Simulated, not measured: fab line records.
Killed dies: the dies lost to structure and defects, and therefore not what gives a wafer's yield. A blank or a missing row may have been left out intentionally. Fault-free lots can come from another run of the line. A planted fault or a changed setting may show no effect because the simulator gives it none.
fab line records + flow ritCmos
[record]
- lots = 14
- wafers = 42
- lastDay = 8
route steps=202 shown FOX1@20 M1@202
lots with no fault: from the same line, run without faults
startH: the number of hours between the record's first day and the start of the first shown wafer of the lot + waitH: how many hours have passed since the lot's step before this one + " the same as in the row above + L1.1+2: one row covering several wafers at once + - no value, or no start given + * or withheld: withheld + < > ~ a bound
route shown NAME@n: a module of which the file shows steps, and the number in the route of the first + usual: mean and standard deviation over wafers with no fault + same: alike in all rows + chamber/n: place in a boat + sites: per-site readings + _std_site: standard deviation of those values + _edge_site: mean of outer sites minus mean of inner sites + radiusMm: for every site, how far away it sits from the centre of the wafer + mask NAME#n: copy n + behind: the tool/chamber that last shaped the wafer + hold: the reason the lot was held/the length of the hold in hours/how it ended + device: which transistor (n, p or np) failed to switch + end of line: tests run on the same wafers once the route is complete + step lacking rows: just its recipe + killed: at the first sort, the dies lost to defects and structure; wafer yield is something else + map: shows each die of a wafer: x if killed, . if not, _ if none is there
set.NAME: the setting as run; set.NAME@STEP: as run at that earlier step + model.NAME: the simulator's own value behind a step, which no gauge read
route steps across a sampled set of lots; one table per step, one row per wafer
services: from which hour (startH, from the record's first day; less than 0 if before it) a tool's chamber was out of use, for how many hours, and why
[[steps]]
[step RIT_FOX1_OXIDATION_00]
[recipe]
- tempC = 1100
- ambient = H2O
- targetThkA = 3507
- pH2oTorr = 720
- oxTimeS = 1130
[usual]
- oxTempC = 1099.9/0.43
- zonePowerLoadPct = 44.7/0.89
| lot.wafer | tool       | chamber | startH | waitH | oxTempC | zonePowerLoadPct |
|-----------|------------|---------|--------|-------|---------|------------------|
| L301.1    | furnace-03 | 0       | 17.05  | 0.7   | 1100.1  | 45.1             |
| L301.4    | "          | 0       | "      | "     | 1100.0  | 44.9             |
| L301.6    | "          | 0       | "      | "     | 1100.3  | 45.8             |
| L302.2    | furnace-01 | 0       | 21.94  | 1.4   | 1100.2  | 43.6             |
| L302.3    | "          | 0       | "      | "     | 1099.7  | 44.0             |
| L302.5    | "          | 0       | "      | "     | 1099.6  | 43.6             |
| L303.2    | furnace-01 | 0       | 26.75  | 0.0   | 1100.0  | 43.2             |
| L303.4    | "          | 0       | "      | "     | 1100.4  | 44.2             |
| L303.5    | "          | 0       | "      | "     | 1100.0  | 42.7             |
| L304.2    | furnace-04 | 0       | 34.60  | 2.8   | 1099.7  | 44.8             |
| L304.4    | "          | 0       | "      | "     | 1100.5  | 45.4             |
| L304.6    | "          | 0       | "      | "     | 1099.7  | 44.4             |
| L305.1    | furnace-03 | 0       | 37.94  | 2.4   | 1100.0  | 44.7             |
| L305.4    | "          | 0       | "      | "     | 1100.6  | 45.9             |
| L305.5    | "          | 0       | "      | "     | 1100.3  | 45.3             |
| L306.1    | furnace-03 | 0       | 42.22  | 0.0   | 1099.5  | 46.0             |
| L306.3    | "          | 0       | "      | "     | 1099.3  | 45.6             |
| L306.6    | "          | 0       | "      | "     | 1100.3  | 45.8             |
| L306.1    | furnace-04 | 0       | 43.71  | 0.2   | 1100.5  | 45.1             |
| L306.3    | "          | 0       | "      | "     | 1100.3  | 45.1             |
| L306.6    | "          | 0       | "      | "     | 1100.7  | 44.8             |
| L309.2    | furnace-04 | 0       | 57.68  | 0.0   | 1099.8  | 45.7             |
| L309.4    | "          | 0       | "      | "     | 1099.2  | 45.4             |
| L309.6    | "          | 0       | "      | "     | 1099.3  | 44.8             |
| L309.2    | furnace-04 | 0       | 59.16  | 0.2   | 1099.8  | 44.9             |
| L309.4    | "          | 0       | "      | "     | 1100.1  | 45.4             |
| L309.6    | "          | 0       | "      | "     | 1099.8  | 44.8             |
| L311.3    | furnace-01 | 0       | 68.34  | 2.1   | 1099.8  | 44.1             |
| L311.4    | "          | 0       | "      | "     | 1099.9  | 43.9             |
| L311.6    | "          | 0       | "      | "     | 1100.0  | 43.4             |
| L317.1    | furnace-03 | 0       | 97.23  | 1.5   | 1099.2  | 45.5             |
| L317.2    | "          | 0       | "      | "     | 1099.8  | 46.3             |
| L317.3    | "          | 0       | "      | "     | 1099.1  | 45.6             |
| L318.3    | furnace-04 | 0       | 103.13 | 0.8   | 1099.0  | 45.5             |
| L318.4    | "          | 0       | "      | "     | 1099.2  | 44.9             |
| L318.5    | "          | 0       | "      | "     | 1099.4  | 45.3             |
| L319.2    | furnace-01 | 0       | 109.73 | 4.1   | 1099.6  | 43.2             |
| L319.3    | "          | 0       | "      | "     | 1099.0  | 43.3             |
| L319.6    | "          | 0       | "      | "     | 1099.1  | 42.7             |
| L320.4    | furnace-04 | 0       | 114.96 | 1.6   | 1099.9  | 45.1             |
| L320.5    | "          | 0       | "      | "     | 1100.0  | 45.3             |
| L320.6    | "          | 0       | "      | "     | 1099.5  | 44.6             |
| L321.1    | furnace-04 | 0       | 119.54 | 3.0   | 1099.5  | 45.4             |
| L321.4    | "          | 0       | "      | "     | 1099.2  | 44.8             |
| L321.6    | "          | 0       | "      | "     | 1099.1  | 44.7             |
| L322.3    | furnace-01 | 0       | 126.49 | 3.5   | 1100.2  | 43.9             |
| L322.4    | "          | 0       | "      | "     | 1100.3  | 43.7             |
| L322.6    | "          | 0       | "      | "     | 1100.1  | 44.4             |
[step RIT_FOX1_THK_MEAS_01]
[recipe]
- reads = SiO2_of_FOX1_OXIDATION_00
[usual]
- FOX1_OXIDE_THK = 349/5.6
| lot.wafer | tool         | chamber | startH | waitH | FOX1_OXIDE_THK[nm] |
|-----------|--------------|---------|--------|-------|--------------------|
| L301.1    | filmMetro-02 | -       | 18.37  | 0.0   | 356                |
| L301.4    | "            | -       | "      | "     | 354                |
| L301.6    | "            | -       | "      | "     | 353                |
| L302.2    | filmMetro-04 | -       | 23.27  | 0.0   | 348                |
| L302.3    | "            | -       | "      | "     | 346                |
| L302.5    | "            | -       | "      | "     | 348                |
| L303.2    | filmMetro-04 | -       | 28.07  | 0.0   | 348                |
| L303.4    | "            | -       | "      | "     | 351                |
| L303.5    | "            | -       | "      | "     | 353                |
| L304.2    | filmMetro-01 | -       | 35.93  | 0.0   | 347                |
| L304.4    | "            | -       | "      | "     | 353                |
| L304.6    | "            | -       | "      | "     | 353                |
| L305.1    | filmMetro-01 | -       | 39.25  | 0.0   | 354                |
| L305.4    | "            | -       | "      | "     | 351                |
| L305.5    | "            | -       | "      | "     | 352                |
| L306.1    | filmMetro-02 | -       | 45.02  | 0.0   | 496                |
| L306.3    | "            | -       | "      | "     | 504                |
| L306.6    | "            | -       | "      | "     | 514                |
| L309.2    | filmMetro-04 | -       | 60.48  | 0.0   | 525                |
| L309.4    | "            | -       | "      | "     | 517                |
| L309.6    | "            | -       | "      | "     | 515                |
| L311.3    | filmMetro-01 | -       | 69.67  | 0.0   | 344                |
| L311.4    | "            | -       | "      | "     | 348                |
| L311.6    | "            | -       | "      | "     | 349                |
| L317.1    | filmMetro-01 | -       | 98.55  | 0.0   | 348                |
| L317.2    | "            | -       | "      | "     | 350                |
| L317.3    | "            | -       | "      | "     | 346                |
| L318.3    | filmMetro-04 | -       | 104.46 | 0.0   | 349                |
| L318.4    | "            | -       | "      | "     | 353                |
| L318.5    | "            | -       | "      | "     | 351                |
| L319.2    | filmMetro-04 | -       | 111.05 | 0.0   | 349                |
| L319.3    | "            | -       | "      | "     | 350                |
| L319.6    | "            | -       | "      | "     | 349                |
| L320.4    | filmMetro-01 | -       | 116.31 | 0.0   | 362                |
| L320.5    | "            | -       | "      | "     | 364                |
| L320.6    | "            | -       | "      | "     | 360                |
| L321.1    | filmMetro-04 | -       | 120.85 | 0.0   | 360                |
| L321.4    | "            | -       | "      | "     | 358                |
| L321.6    | "            | -       | "      | "     | 356                |
| L322.3    | filmMetro-04 | -       | 127.83 | 0.0   | 344                |
| L322.4    | "            | -       | "      | "     | 349                |
| L322.6    | "            | -       | "      | "     | 345                |
[step RIT_M1_PROBE_99]
[usual]
- killedAtContacts = 0.0/0.22
- killedAtFrontEnd = 6.6/2.7
- killedDies = 6.7/2.7
- killedOpen = 3.4/2
- killedShort = 3.2/1.8
[same]
- grossDies = 264
- killed_at_M0_to_M3 = 0
- killed_at_M4_up = 0
- killedAtBackSide = 0
- killedAtOther = 0
| lot.wafer | tool      | chamber | startH | waitH | killedAtContacts | killedAtFrontEnd | killedDies | killedOpen | killedShort |
|-----------|-----------|---------|--------|-------|------------------|------------------|------------|------------|-------------|
| L306.1    | prober-01 | -       | 92.97  | 0.1   | 0                | 3                | 3          | 1          | 2           |
| L306.3    | prober-01 | -       | 93.07  | 0.2   | 0                | 3                | 3          | 1          | 2           |
| L306.6    | prober-01 | -       | 93.22  | 0.2   | 0                | 2                | 2          | 2          | 0           |
| L309.2    | prober-02 | -       | 105.97 | 0.1   | 0                | 9                | 9          | 7          | 2           |
| L309.4    | prober-02 | -       | 106.07 | 0.2   | 0                | 2                | 2          | 0          | 2           |
| L309.6    | prober-02 | -       | 106.17 | 0.2   | 0                | 7                | 7          | 2          | 5           |
// killed by level:class
L306.1 FOX1:geometricParticle:short=1 GATE:geometricParticle:short=1 GATE:geometricParticle:open=1
L306.3 FOX1:geometricParticle:short=2 GATE:geometricParticle:open=1
L306.6 FOX2:geometricParticle:open=1 SILICIDE:geometricParticle:open=1
L309.2 GATE:geometricParticle:open=4 SPACER:geometricParticle:open=2 FOX2:geometricParticle:open=1 SPACER:geometricParticle:short=1 SILICIDE:geometricParticle:short=1
L309.4 FOX1:geometricParticle:short=1 SILICIDE:geometricParticle:short=1
L309.6 FOX1:geometricParticle:short=3 FOX1:geometricParticle:open=1 FOX2:geometricParticle:short=1 SILICIDE:geometricParticle:open=1 SILICIDE:geometricParticle:short=1
[[services]]
| tool       | chamber | startH | hours | kind |
|------------|---------|--------|-------|------|
| furnace-04 | -       | 2.59   | 5.0   | pm   |
| furnace-03 | -       | 106.18 | 60.7  | pm   |
[[key]]
[firstSign]
- step = RIT_FOX1_OXIDATION_00
- reading = visit
- direction = added
[effect]
- step = RIT_FOX1_THK_MEAS_01
- reading = FOX1_OXIDE_THK
- direction = up
- sigmas = 29
- usual = 349
- struck = 512
metAt RIT_FOX1_OXIDATION_00
struckLots L306,L309
testerLeftOut L306,L309
[fault]
- kind = repeatedStepWhole
- tool = furnace-01,furnace-03,furnace-04
- chamber = -
- onsetH = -
- steps = RIT_FOX1_OXIDATION_00
- times = 1
- scope = struckLotsOnly
// testerLeftOut: of these lots the tester's yield and bins aren't shown, on N5 and GAA mostly nor the transistor test; their killed dies are dies lost to structure and defects alone, not to doping, threshold or leakage, so they don't give the yield
